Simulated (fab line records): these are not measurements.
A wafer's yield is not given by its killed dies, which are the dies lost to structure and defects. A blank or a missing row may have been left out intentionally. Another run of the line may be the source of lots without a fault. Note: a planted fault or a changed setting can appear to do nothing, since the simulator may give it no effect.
fab line records    flow ritCmos
record: lots: 14  wafers: 42  lastDay: 7
route steps=202 shown ACTIVE@12 NLDD@105 PSD@151 M1@198
lots with no fault: from the same line, run without faults
startH: the number of hours between the record's first day and the start of the first shown wafer of the lot    waitH: hours elapsed since this lot's preceding step    " same as the row above    L1.1+2: a row that stands for several wafers    - no value present, or no start provided    * or withheld: withheld    < > ~ a bound
route shown NAME@n: NAME is a module with steps in the file, n the number in the route of the first one    usual: mean/standard deviation of fault-free wafers    same: alike in all rows    chamber/n: place in a boat    sites: the reading at each site    _std_site: the standard deviation of these    _edge_site: the outer-site mean with the inner-site mean subtracted    radiusMm: for every site, how far away it sits from the centre of the wafer    mask NAME#n: copy n    behind: the tool/chamber that last shaped the wafer    hold: why the lot was held/for how many hours/how that ended    device: the transistor (n, p or np) that didn't switch    end of line: tests of these same wafers at the route's end    a step without rows: its recipe alone    killed: the dies lost at the first sort to structure and to defects; this is not the yield of the wafer    map: per-die view of a wafer (x killed, . not killed, _ where there is no die)
set.NAME: the setting as run; set.NAME@STEP: as run at that earlier step    model.NAME: the simulator's own value behind a step, which no gauge read
route steps across a sampled set of lots; one table per step, one row per wafer
services: a tool's chamber out of use, with start hour (startH, from the record's first day; less than 0 if before it), hours out, and reason
== steps ==
step: RIT_ACTIVE_CD_MEAS_11
recipe: targetCdNm: 1400
usual: cdNm: 1400.1/2.6
lot.wafer  tool      chamber  startH  waitH  cdNm
L966.2     cdSem-01  -        14.58   -      1400.7
L966.4     "         -        "       "      1401.0
L966.5     "         -        "       "      1400.7
L968.1     cdSem-02  -        26.37   -      1400.6
L968.2     "         -        "       "      1400.4
L968.4     "         -        "       "      1398.7
L971.1     cdSem-02  -        41.46   -      1404.2
L971.2     "         -        "       "      1403.7
L971.5     "         -        "       "      1400.6
L973.2     cdSem-02  -        51.81   -      1401.8
L973.5     "         -        "       "      1401.1
L973.6     "         -        "       "      1402.7
L974.1     cdSem-01  -        55.29   -      1398.7
L974.4     "         -        "       "      1395.7
L974.6     "         -        "       "      1398.8
L975.1     cdSem-02  -        60.23   -      1400.2
L975.4     "         -        "       "      1401.1
L975.6     "         -        "       "      1401.3
L976.2     cdSem-01  -        66.46   -      1397.0
L976.3     "         -        "       "      1399.7
L976.4     "         -        "       "      1398.8
L977.1     cdSem-01  -        69.60   -      1401.2
L977.4     "         -        "       "      1399.3
L977.5     "         -        "       "      1400.8
L978.2     cdSem-01  -        75.43   -      1397.9
L978.4     "         -        "       "      1398.0
L978.5     "         -        "       "      1396.5
L982.2     cdSem-02  -        95.02   -      1398.0
L982.3     "         -        "       "      1397.1
L982.6     "         -        "       "      1397.3
L984.1     cdSem-01  -        104.63  -      1399.9
L984.3     "         -        "       "      1400.0
L984.6     "         -        "       "      1402.1
L985.1     cdSem-01  -        112.38  -      1404.7
L985.4     "         -        "       "      1404.3
L985.6     "         -        "       "      1404.2
L986.2     cdSem-01  -        115.69  -      1400.4
L986.4     "         -        "       "      1399.0
L986.5     "         -        "       "      1398.6
L988.2     cdSem-01  -        124.79  -      1401.7
L988.4     "         -        "       "      1401.1
L988.5     "         -        "       "      1399.8
step: RIT_NLDD_SOFTBAKE_02
recipe: resist: NOVOLAK  tempC: 90  timeS: 60
usual: heaterPowerTotalW: 34.56/0.052  plateTempC: 90.05/0.13
lot.wafer  tool           chamber  startH  waitH  heaterPowerTotalW  plateTempC
L966.2     lithoTrack-01  0        46.29   0.1    34.51              90.12
L966.4     "              0        "       "      34.52              90.06
L966.5     "              0        "       "      34.62              90.10
L968.1     lithoTrack-03  0        57.40   0.1    34.44              90.22
L968.2     "              0        "       "      34.62              90.17
L968.4     "              0        "       "      34.44              90.08
L971.1     lithoTrack-03  0        72.18   0.1    34.60              89.91
L971.2     "              0        "       "      34.51              89.75
L971.5     "              0        "       "      34.63              90.02
L973.2     lithoTrack-01  0        81.07   0.1    34.56              90.31
L973.5     "              0        "       "      34.65              90.08
L973.6     "              0        "       "      34.50              90.12
L974.1     lithoTrack-04  0        85.97   0.1    34.56              89.87
L974.4     "              0        "       "      34.56              90.01
L974.6     "              0        "       "      34.57              89.94
L975.1     lithoTrack-03  0        89.72   0.1    34.63              90.02
L975.4     "              0        "       "      34.55              90.30
L975.6     "              0        "       "      34.49              90.10
L976.2     lithoTrack-03  0        93.61   0.1    32.48              86.10
L976.3     "              0        "       "      32.48              86.12
L976.4     "              0        "       "      32.36              86.23
L977.1     lithoTrack-04  0        99.96   0.1    34.61              89.85
L977.4     "              0        "       "      34.51              89.82
L977.5     "              0        "       "      34.50              90.22
L978.2     lithoTrack-01  0        102.58  0.1    34.58              89.99
L978.4     "              0        "       "      34.55              89.98
L978.5     "              0        "       "      34.48              89.90
L982.2     lithoTrack-03  0        121.30  0.1    32.40              85.92
L982.3     "              0        "       "      32.42              86.12
L982.6     "              0        "       "      32.49              85.94
L984.1     lithoTrack-04  0        135.28  0.1    34.62              90.10
L984.3     "              0        "       "      34.64              90.08
L984.6     "              0        "       "      34.49              89.79
L985.1     lithoTrack-01  0        140.59  0.1    34.58              90.16
L985.4     "              0        "       "      34.45              90.24
L985.6     "              0        "       "      34.61              90.10
L986.2     lithoTrack-04  0        145.87  0.1    34.57              90.06
L986.4     "              0        "       "      34.61              90.00
L986.5     "              0        "       "      34.55              90.04
L988.2     lithoTrack-04  0        152.48  0.1    34.59              90.09
L988.4     "              0        "       "      34.55              90.12
L988.5     "              0        "       "      34.52              89.90
step: RIT_PSD_STRIP_09
recipe: chemistry: O2  timeS: 180  resist: NOVOLAK  platenTempC: withheld  powerW: 500  pressureMtorr: 4000  o2FlowSccm: 4000
usual: drypumpMotorCurrentA: 5.4/0.42
lot.wafer  tool            chamber  startH  waitH  drypumpMotorCurrentA  rfHoursCounterH
L966.2     plasmaAsher-02  0        54.04   0.1    5.2                   27
L966.4     "               1        "       "      5.1                   -
L966.5     "               1        "       "      5.1                   -
L968.1     plasmaAsher-01  1        65.79   0.1    4.8                   39
L968.2     "               0        "       "      5.8                   39
L968.4     "               1        "       "      4.8                   -
L971.1     plasmaAsher-04  0        80.24   0.1    5.3                   43
L971.2     "               1        "       "      6.1                   43
L971.5     "               1        "       "      6.1                   -
L973.2     plasmaAsher-04  0        89.63   0.1    5.3                   44
L973.5     "               1        "       "      6.1                   -
L973.6     "               0        "       "      5.3                   -
L974.1     plasmaAsher-02  0        93.61   0.1    5.3                   31
L974.4     "               1        "       "      5.1                   -
L974.6     "               1        "       "      5.1                   -
L975.1     plasmaAsher-04  0        98.82   0.1    5.3                   45
L975.4     "               1        "       "      6.1                   -
L975.6     "               0        "       "      5.3                   -
L976.2     plasmaAsher-04  0        101.64  0.1    5.3                   45
L976.3     "               0        "       "      5.3                   -
L976.4     "               1        "       "      6.1                   -
L977.1     plasmaAsher-04  1        107.98  0.1    6.1                   46
L977.4     "               1        "       "      6.1                   -
L977.5     "               1        "       "      6.1                   -
L978.2     plasmaAsher-04  1        110.44  0.1    6.1                   46
L978.4     "               1        "       "      6.1                   -
L978.5     "               0        "       "      5.3                   -
L982.2     plasmaAsher-02  0        129.80  0.1    5.3                   36
L982.3     "               0        "       "      5.3                   -
L982.6     "               1        "       "      5.2                   -
L984.1     plasmaAsher-04  0        143.39  0.1    5.3                   50
L984.3     "               0        "       "      5.3                   -
L984.6     "               0        "       "      5.3                   -
L985.1     plasmaAsher-04  1        148.36  0.1    6.1                   50
L985.4     "               0        "       "      5.3                   -
L985.6     "               1        "       "      6.1                   -
L986.2     plasmaAsher-04  0        154.32  0.1    5.3                   51
L986.4     "               1        "       "      6.1                   -
L986.5     "               1        "       "      6.1                   -
L988.2     plasmaAsher-02  1        160.23  0.1    5.1                   39
L988.4     "               1        "       "      5.1                   -
L988.5     "               1        "       "      5.1                   -
step: RIT_M1_STRIP_14
recipe: chemistry: O2  timeS: 180  platenTempC: withheld  powerW: 500  pressureMtorr: 4000  o2FlowSccm: 4000
usual: drypumpMotorCurrentA: 5.4/0.44
lot.wafer  tool            chamber  startH  waitH  drypumpMotorCurrentA  rfHoursCounterH
L966.2     plasmaAsher-03  0        60.28   0.0    5.3                   43
L966.4     "               0        "       "      5.3                   -
L966.5     "               1        "       "      6.1                   -
L968.1     plasmaAsher-01  1        72.06   0.0    4.8                   40
L968.2     "               0        "       "      5.8                   40
L968.4     "               0        "       "      5.8                   -
L971.1     plasmaAsher-02  1        86.41   0.0    5.1                   30
L971.2     "               0        "       "      5.3                   30
L971.5     "               1        "       "      5.1                   -
L973.2     plasmaAsher-02  1        95.61   0.0    5.1                   32
L973.5     "               0        "       "      5.3                   -
L973.6     "               1        "       "      5.1                   -
L974.1     plasmaAsher-02  1        100.14  0.0    5.1                   32
L974.4     "               1        "       "      5.1                   -
L974.6     "               1        "       "      5.1                   -
L975.1     plasmaAsher-03  0        105.09  0.0    5.3                   48
L975.4     "               1        "       "      6.1                   -
L975.6     "               0        "       "      5.3                   -
L976.2     plasmaAsher-03  1        107.88  0.0    6.0                   48
L976.3     "               0        "       "      5.3                   -
L976.4     "               1        "       "      6.0                   -
L977.1     plasmaAsher-01  1        114.26  0.0    4.8                   44
L977.4     "               1        "       "      4.7                   -
L977.5     "               0        "       "      5.8                   -
L978.2     plasmaAsher-01  1        117.10  0.0    4.8                   45
L978.4     "               0        "       "      5.8                   -
L978.5     "               1        "       "      4.8                   -
L982.2     plasmaAsher-03  0        135.84  0.0    5.3                   2
L982.3     "               0        "       "      5.3                   -
L982.6     "               1        "       "      6.1                   -
L984.1     plasmaAsher-02  1        149.71  0.0    5.1                   38
L984.3     "               1        "       "      5.1                   -
L984.6     "               1        "       "      5.1                   -
L985.1     plasmaAsher-02  1        154.51  0.0    5.1                   38
L985.4     "               1        "       "      5.1                   -
L985.6     "               1        "       "      5.1                   -
L986.2     plasmaAsher-03  1        160.33  0.0    6.1                   4
L986.4     "               0        "       "      5.2                   -
L986.5     "               1        "       "      6.1                   -
L988.2     plasmaAsher-01  1        166.54  0.0    4.8                   50
L988.4     "               0        "       "      5.8                   -
L988.5     "               0        "       "      5.8                   -
step: RIT_M1_PROBE_99
usual: killedAtContacts: 0.1/0.3  killedAtFrontEnd: 7/3.3  killedDies: 7/3.3  killedOpen: 3.8/2.3  killedShort: 3.5/2.1
same: grossDies: 264  killed_at_M0_to_M3: 0  killed_at_M4_up: 0  killedAtBackSide: 0  killedAtOther: 0
lot.wafer  tool       chamber  startH  waitH  killedAtContacts  killedAtFrontEnd  killedDies  killedOpen  killedShort
L966.2     prober-01  -        62.24   0.1    0                 3                 3           1           2
L966.4     prober-01  -        62.34   0.2    0                 5                 5           3           2
L966.5     prober-01  -        62.39   0.2    1                 7                 8           4           3
L968.1     prober-01  -        73.97   0.1    0                 4                 4           1           3
L968.2     prober-01  -        74.02   0.1    0                 7                 7           5           2
L968.4     prober-01  -        74.12   0.2    0                 7                 7           4           2
L971.1     prober-01  -        88.33   0.1    0                 8                 8           4           4
L971.2     prober-01  -        88.38   0.1    0                 8                 8           6           2
L971.5     prober-01  -        88.53   0.2    1                 5                 6           5           1
L973.2     prober-01  -        97.58   0.1    0                 5                 5           4           1
L973.5     prober-01  -        97.73   0.2    0                 4                 4           2           2
L973.6     prober-01  -        97.78   0.2    0                 3                 3           3           0
L974.1     prober-01  -        102.06  0.1    0                 3                 3           2           1
L974.4     prober-01  -        102.21  0.2    0                 3                 3           1           2
L974.6     prober-01  -        102.31  0.2    0                 6                 6           4           2
L975.1     prober-01  -        107.04  0.1    0                 9                 9           8           1
L975.4     prober-01  -        107.19  0.2    0                 8                 8           4           4
L975.6     prober-01  -        107.29  0.2    0                 8                 8           5           3
L976.2     prober-01  -        109.85  0.1    0                 9                 9           5           4
L976.3     prober-01  -        109.90  0.2    1                 7                 8           4           4
L976.4     prober-01  -        109.95  0.2    0                 3                 3           1           2
L977.1     prober-01  -        116.18  0.1    0                 12                12          10          2
L977.4     prober-01  -        116.33  0.2    0                 16                16          8           8
L977.5     prober-01  -        116.38  0.2    1                 5                 6           3           3
L978.2     prober-01  -        119.07  0.1    0                 4                 4           3           1
L978.4     prober-01  -        119.17  0.2    0                 12                12          8           4
L978.5     prober-01  -        119.22  0.2    0                 10                10          7           3
L982.2     prober-01  -        137.80  0.1    0                 5                 5           3           2
L982.3     prober-01  -        137.85  0.2    0                 12                12          8           4
L982.6     prober-01  -        138.00  0.2    0                 10                10          6           4
L984.1     prober-01  -        151.62  0.1    0                 12                12          3           9
L984.3     prober-01  -        151.72  0.2    0                 9                 9           5           4
L984.6     prober-01  -        151.87  0.2    0                 4                 4           3           1
L985.1     prober-02  -        156.43  0.1    0                 12                12          4           8
L985.4     prober-02  -        156.58  0.2    0                 9                 9           5           4
L985.6     prober-02  -        156.68  0.2    0                 12                12          6           6
L986.2     prober-01  -        162.30  0.1    1                 12                13          9           4
L986.4     prober-01  -        162.40  0.2    0                 9                 9           3           6
L986.5     prober-01  -        162.45  0.2    0                 7                 7           5           2
L988.2     prober-01  -        168.51  0.1    1                 2                 3           2           1
L988.4     prober-01  -        168.61  0.2    0                 7                 7           3           4
L988.5     prober-01  -        168.66  0.2    0                 7                 7           4           3
killed by level:class
L966.2 FOX1:geometricParticle:short=1 GATE:geometricParticle:short=1 REOX:geometricParticle:open=1
L966.4 GATE:geometricParticle:open=3 FOX1:geometricParticle:short=1 SILICIDE:geometricParticle:short=1
L966.5 GATE:geometricParticle:open=2 FOX1:geometricParticle:short=1 GATE:geometricParticle:short=1 SPACER:geometricParticle:open=1 SILICIDE:geometricParticle:short=1 SILICIDE:geometricParticle:open=1 CONTACT:coatMicrobubblePrinted=1
L968.1 GATE:geometricParticle:short=2 FOX1:geometricParticle:short=1 GATE:geometricParticle:open=1
L968.2 SPACER:geometricParticle:open=2 GATE:geometricParticle:open=1 REOX:geometricParticle:open=1 REOX:geometricParticle:short=1 SPACER:geometricParticle:short=1 SILICIDE:geometricParticle:open=1
L968.4 SILICIDE:geometricParticle:open=4 GATE:geometricParticle:short=1 SILICIDE:geometricParticle:short=1 NLDD:coatMicrobubblePrinted=1
L971.1 GATE:geometricParticle:short=3 GATE:geometricParticle:open=2 REOX:geometricParticle:open=2 REOX:geometricParticle:short=1
L971.2 GATE:geometricParticle:open=4 FOX1:geometricParticle:open=2 GATE:geometricParticle:short=1 SILICIDE:geometricParticle:short=1
L971.5 GATE:geometricParticle:open=1 REOX:geometricParticle:open=1 REOX:geometricParticle:short=1 SPACER:geometricParticle:open=1 SILICIDE:geometricParticle:open=1 CONTACT:geometricParticle:open=1
L973.2 SILICIDE:geometricParticle:open=2 FOX1:geometricParticle:open=1 GATE:geometricParticle:open=1 SPACER:geometricParticle:short=1
L973.5 SPACER:geometricParticle:open=2 GATE:geometricParticle:short=1 SPACER:geometricParticle:short=1
L973.6 SPACER:geometricParticle:open=2 SILICIDE:geometricParticle:open=1
L974.1 REOX:geometricParticle:open=1 SPACER:geometricParticle:open=1 SILICIDE:geometricParticle:short=1
L974.4 SPACER:geometricParticle:short=2 FOX1:geometricParticle:open=1
L974.6 GATE:geometricParticle:open=3 GATE:geometricParticle:short=1 SPACER:geometricParticle:short=1 SILICIDE:geometricParticle:open=1
L975.1 FOX2:geometricParticle:open=3 GATE:geometricParticle:open=3 ACTIVE:geometricParticle:open=1 FOX2:geometricParticle:short=1 SPACER:geometricParticle:open=1
L975.4 GATE:geometricParticle:short=2 GATE:geometricParticle:open=2 SPACER:geometricParticle:short=2 FOX2:geometricParticle:open=1 SPACER:geometricParticle:open=1
L975.6 GATE:geometricParticle:short=3 FOX2:geometricParticle:open=2 GATE:geometricParticle:open=2 REOX:geometricParticle:open=1
L976.2 REOX:geometricParticle:short=4 FOX2:geometricParticle:open=2 GATE:geometricParticle:open=2 REOX:geometricParticle:open=1
L976.3 FOX1:geometricParticle:short=1 FOX1:geometricParticle:open=1 GATE:geometricParticle:short=1 GATE:geometricParticle:open=1 REOX:geometricParticle:open=1 REOX:geometricParticle:short=1 SILICIDE:geometricParticle:open=1 CONTACT:geometricParticle:short=1
L976.4 FOX1:geometricParticle:short=2 FOX1:geometricParticle:open=1
L977.1 REOX:geometricParticle:open=3 SPACER:geometricParticle:open=3 FOX1:geometricParticle:open=2 FOX2:geometricParticle:short=1 GATE:geometricParticle:open=1 REOX:geometricParticle:short=1 SILICIDE:geometricParticle:open=1
L977.4 SILICIDE:geometricParticle:open=4 SPACER:geometricParticle:short=2 FOX2:geometricParticle:open=2 FOX2:geometricParticle:short=2 GATE:geometricParticle:short=2 GATE:geometricParticle:open=2 FOX1:geometricParticle:short=1 REOX:geometricParticle:short=1
L977.5 FOX1:geometricParticle:short=1 GATE:geometricParticle:open=1 GATE:geometricParticle:short=1 SPACER:geometricParticle:open=1 SILICIDE:geometricParticle:short=1 CONTACT:geometricParticle:open=1
L978.2 GATE:geometricParticle:open=2 FOX2:geometricParticle:short=1 REOX:geometricParticle:open=1
L978.4 REOX:geometricParticle:open=3 FOX1:geometricParticle:open=2 FOX2:geometricParticle:short=2 FOX2:geometricParticle:open=1 GATE:geometricParticle:open=1 SPACER:geometricParticle:open=1 REOX:geometricParticle:short=1 SPACER:geometricParticle:short=1
L978.5 GATE:geometricParticle:open=3 FOX1:geometricParticle:open=2 FOX1:geometricParticle:short=1 FOX2:geometricParticle:open=1 REOX:geometricParticle:short=1 SPACER:geometricParticle:short=1 SILICIDE:geometricParticle:open=1
L982.2 GATE:geometricParticle:short=1 GATE:geometricParticle:open=1 REOX:geometricParticle:short=1 REOX:geometricParticle:open=1 SILICIDE:geometricParticle:open=1
L982.3 GATE:geometricParticle:short=3 REOX:geometricParticle:open=3 SPACER:geometricParticle:open=2 FOX1:geometricParticle:open=1 GATE:geometricParticle:open=1 SPACER:geometricParticle:short=1 SILICIDE:geometricParticle:open=1
L982.6 REOX:geometricParticle:open=3 GATE:geometricParticle:short=1 GATE:geometricParticle:open=1 REOX:geometricParticle:short=1 SPACER:geometricParticle:short=1 SPACER:geometricParticle:open=1 SILICIDE:geometricParticle:short=1 SILICIDE:geometricParticle:open=1
L984.1 GATE:geometricParticle:short=3 FOX2:geometricParticle:short=2 REOX:geometricParticle:short=2 FOX1:geometricParticle:short=1 FOX2:geometricParticle:open=1 REOX:geometricParticle:open=1 SPACER:geometricParticle:open=1 SPACER:geometricParticle:short=1
L984.3 FOX1:geometricParticle:open=3 FOX1:geometricParticle:short=2 FOX2:geometricParticle:short=1 REOX:geometricParticle:open=1 SPACER:geometricParticle:open=1 SPACER:geometricParticle:short=1
L984.6 FOX1:geometricParticle:open=1 FOX1:geometricParticle:short=1 FOX2:geometricParticle:open=1 GATE:geometricParticle:open=1
L985.1 GATE:geometricParticle:short=3 GATE:geometricParticle:open=2 SPACER:geometricParticle:short=2 FOX1:geometricParticle:short=1 REOX:geometricParticle:short=1 REOX:geometricParticle:open=1 SPACER:geometricParticle:open=1 SILICIDE:geometricParticle:short=1
L985.4 FOX1:geometricParticle:open=3 REOX:geometricParticle:short=2 FOX1:geometricParticle:short=1 GATE:geometricParticle:short=1 REOX:geometricParticle:open=1 SPACER:geometricParticle:open=1
L985.6 FOX1:geometricParticle:open=4 FOX1:geometricParticle:short=2 GATE:geometricParticle:open=1 GATE:geometricParticle:short=1 REOX:geometricParticle:open=1 REOX:geometricParticle:short=1 SPACER:geometricParticle:short=1 SILICIDE:geometricParticle:short=1
L986.2 SPACER:geometricParticle:open=3 GATE:geometricParticle:short=2 GATE:geometricParticle:open=2 REOX:geometricParticle:open=2 SPACER:geometricParticle:short=2 SILICIDE:geometricParticle:open=1 CONTACT:geometricParticle:open=1
L986.4 GATE:geometricParticle:short=3 GATE:geometricParticle:open=3 SILICIDE:geometricParticle:short=2 SPACER:geometricParticle:short=1
L986.5 REOX:geometricParticle:open=2 FOX2:geometricParticle:open=1 SPACER:geometricParticle:open=1 GATE:geometricParticle:open=1 SPACER:geometricParticle:short=1 SILICIDE:geometricParticle:short=1
L988.2 FOX1:geometricParticle:open=1 GATE:geometricParticle:short=1 CONTACT:geometricParticle:open=1
L988.4 GATE:geometricParticle:short=2 GATE:geometricParticle:open=2 SPACER:geometricParticle:short=1 SILICIDE:geometricParticle:short=1 SILICIDE:geometricParticle:open=1
L988.5 GATE:geometricParticle:open=2 REOX:geometricParticle:short=2 FOX2:geometricParticle:open=1 GATE:geometricParticle:short=1 SILICIDE:geometricParticle:open=1
== services ==
tool            chamber  startH  hours  kind
plasmaAsher-03  -        86.96   2.8    repair
plasmaAsher-03  -        108.75  9.0    pm
plasmaAsher-03  0        108.75  9.0    ventCycle
plasmaAsher-03  1        108.75  9.0    ventCycle
plasmaAsher-03  0        117.75  -      clean
plasmaAsher-03  1        117.75  -      clean
plasmaAsher-04  -        136.28  2.8    pm
plasmaAsher-02  -        153.39  1.0    repair
== key ==
firstSign: step: RIT_NLDD_SOFTBAKE_02  reading: heaterPowerTotalW  direction: down  sigmas: 41  usual: 34.56  struck: 32.44
effect: step: RIT_NLDD_SOFTBAKE_02  reading: plateTempC  direction: down  sigmas: 31  usual: *  struck: *
metAt RIT_NLDD_SOFTBAKE_02
struckLots L976,L982
testerLeftOut L976,L982
notActingAt RIT_ACTIVE_CD_MEAS_11,RIT_PSD_STRIP_09,RIT_M1_STRIP_14
onsetBetween 89.72 93.61
fault: kind: processParameterDrift  tool: lithoTrack-03  chamber: -  onsetH: 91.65  steps: RIT_NLDD_SOFTBAKE_02  channel: tempC  offset: *  shape: step  endH: 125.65  actsIn: *  stated: *
testerLeftOut: of these lots the tester's yield and bins aren't shown, on N5 and GAA mostly nor the transistor test; their killed dies are dies lost to structure and defects alone, not to doping, threshold or leakage, so they don't give the yield
